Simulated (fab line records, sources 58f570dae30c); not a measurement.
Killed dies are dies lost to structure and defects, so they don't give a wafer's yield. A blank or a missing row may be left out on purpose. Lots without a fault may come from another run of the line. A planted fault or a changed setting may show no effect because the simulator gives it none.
Tool commonality check | flow berkeley_cmos170 | 14 lots, 42 wafers sampled

WHY IT WAS OPENED
At UCB170_PFIELD_TW_MEAS_09 the reading PFIELD_TW is flagged on 2 of 14 lots. Wafers without a fault read 604, standard deviation 4.3.
Rule: a lot is flagged when every wafer of it that has a number lies more than 4 standard deviations from that mean, or none has a number. The other lots count as sound.

lot  | measured    | on            | PFIELD_TW, wafer by wafer | flag
L263 | day 4 01:08 | film_metro-03 | 601 600 605               |
L265 | day 4 11:35 | film_metro-03 | 603 603 603               |
L264 | day 4 12:04 | film_metro-03 | 601 607 602               |
L268 | day 5 07:42 | film_metro-03 | 540 539 539               | FLAGGED
L271 | day 5 20:53 | film_metro-01 | 541 543 545               | FLAGGED
L270 | day 5 21:06 | film_metro-04 | 603 605 605               |
L276 | day 7 00:19 | film_metro-01 | 608 606 611               |
L278 | day 7 14:46 | film_metro-03 | 602 603 602               |
L280 | day 7 20:11 | film_metro-01 | 611 611 610               |
L281 | day 8 04:44 | film_metro-03 | 600 596 602               |
L283 | day 8 09:16 | film_metro-01 | 612 611 611               |
L282 | day 8 09:23 | film_metro-03 | 598 598 599               |
L284 | day 8 09:41 | film_metro-04 | 604 602 604               |
L286 | day 9 00:13 | film_metro-04 | 601 602 601               |
The numbers of the flagged lots are 541 on average: -63 against the usual, or -15 standard deviations.

WHICH TOOL RAN EACH LOT
The record holds 2 process steps before the reading, out of a route of 331 steps. In each cell: the tool, then ch and the chambers that the sampled wafers went through, then the start.
lot  | flag    | UCB170_NWELL_STRIP_15               | UCB170_PFIELD_IMPLANT_07
L263 |         | plasma_asher-01 ch 0,1, day 2 04:13 | implanter-03 ch 0, day 4 00:54
L265 |         | plasma_asher-04 ch 1, day 2 15:48   | implanter-03 ch 0, day 4 11:20
L264 |         | plasma_asher-04 ch 0,1, day 2 11:40 | implanter-03 ch 0, day 4 11:49
L268 | FLAGGED | plasma_asher-04 ch 0,1, day 3 12:20 | implanter-03 ch 0, day 5 07:28
L271 | FLAGGED | plasma_asher-03 ch 0,1, day 3 23:58 | implanter-03 ch 0, day 5 20:38
L270 |         | plasma_asher-03 ch 0,1, day 3 21:52 | implanter-02 ch 0, day 5 20:53
L276 |         | plasma_asher-01 ch 0,1, day 5 02:47 | implanter-01 ch 0, day 7 00:04
L278 |         | plasma_asher-04 ch 0,1, day 5 10:56 | implanter-01 ch 0, day 7 14:31
L280 |         | plasma_asher-01 ch 0,1, day 5 18:44 | implanter-01 ch 0, day 7 19:56
L281 |         | plasma_asher-03 ch 0,1, day 6 00:39 | implanter-02 ch 0, day 8 04:31
L283 |         | plasma_asher-03 ch 0,1, day 6 09:29 | implanter-01 ch 0, day 8 09:02
L282 |         | plasma_asher-01 ch 0,1, day 6 09:46 | implanter-02 ch 0, day 8 09:09
L284 |         | plasma_asher-01 ch 0,1, day 6 16:32 | implanter-03 ch 0, day 8 09:26
L286 |         | plasma_asher-04 ch 0,1, day 6 22:08 | implanter-01 ch 0, day 8 23:59
What these steps do:
- UCB170_NWELL_STRIP_15: strips in O2.
- UCB170_PFIELD_IMPLANT_07
- UCB170_PFIELD_TW_MEAS_09

FLAGGED OVER TOTAL, TOOL BY TOOL (the gauges that took the reading come last)
step                     | tool            | lots run | flagged | share of the flagged lots | sound lots run after its first flagged lot
UCB170_NWELL_STRIP_15    | plasma_asher-01 | 5        | 0       | none                      | -
UCB170_NWELL_STRIP_15    | plasma_asher-03 | 4        | 1       | some                      | 2 (L281,L283)
UCB170_NWELL_STRIP_15    | plasma_asher-04 | 5        | 1       | some                      | 2 (L278,L286)
UCB170_PFIELD_IMPLANT_07 | implanter-01    | 5        | 0       | none                      | -
UCB170_PFIELD_IMPLANT_07 | implanter-02    | 3        | 0       | none                      | -
UCB170_PFIELD_IMPLANT_07 | implanter-03    | 6        | 2       | all                       | 1 (L284)
UCB170_PFIELD_TW_MEAS_09 | film_metro-01   | 4        | 1       | some                      | 3 (L276,L280,L283)
UCB170_PFIELD_TW_MEAS_09 | film_metro-03   | 7        | 1       | some                      | 3 (L278,L281,L282)
UCB170_PFIELD_TW_MEAS_09 | film_metro-04   | 3        | 0       | none                      | -

WHAT THE TABLE ALLOWS
1 row of the table ran every flagged lot: implanter-03 at UCB170_PFIELD_IMPLANT_07.
- implanter-03 at UCB170_PFIELD_IMPLANT_07: 2 of its 6 lots flagged. Sound lots ran on it after the first flagged one (L284), which a lasting fault on the whole tool wouldn't allow. Its own readings lie more than 4 standard deviations out on every wafer of the flagged lots: dose_ions_cm2, faraday_current_uA.
No row of the table ran every flagged lot and no sound lot after the first.

WHAT THE SIMULATOR HAD PUT IN
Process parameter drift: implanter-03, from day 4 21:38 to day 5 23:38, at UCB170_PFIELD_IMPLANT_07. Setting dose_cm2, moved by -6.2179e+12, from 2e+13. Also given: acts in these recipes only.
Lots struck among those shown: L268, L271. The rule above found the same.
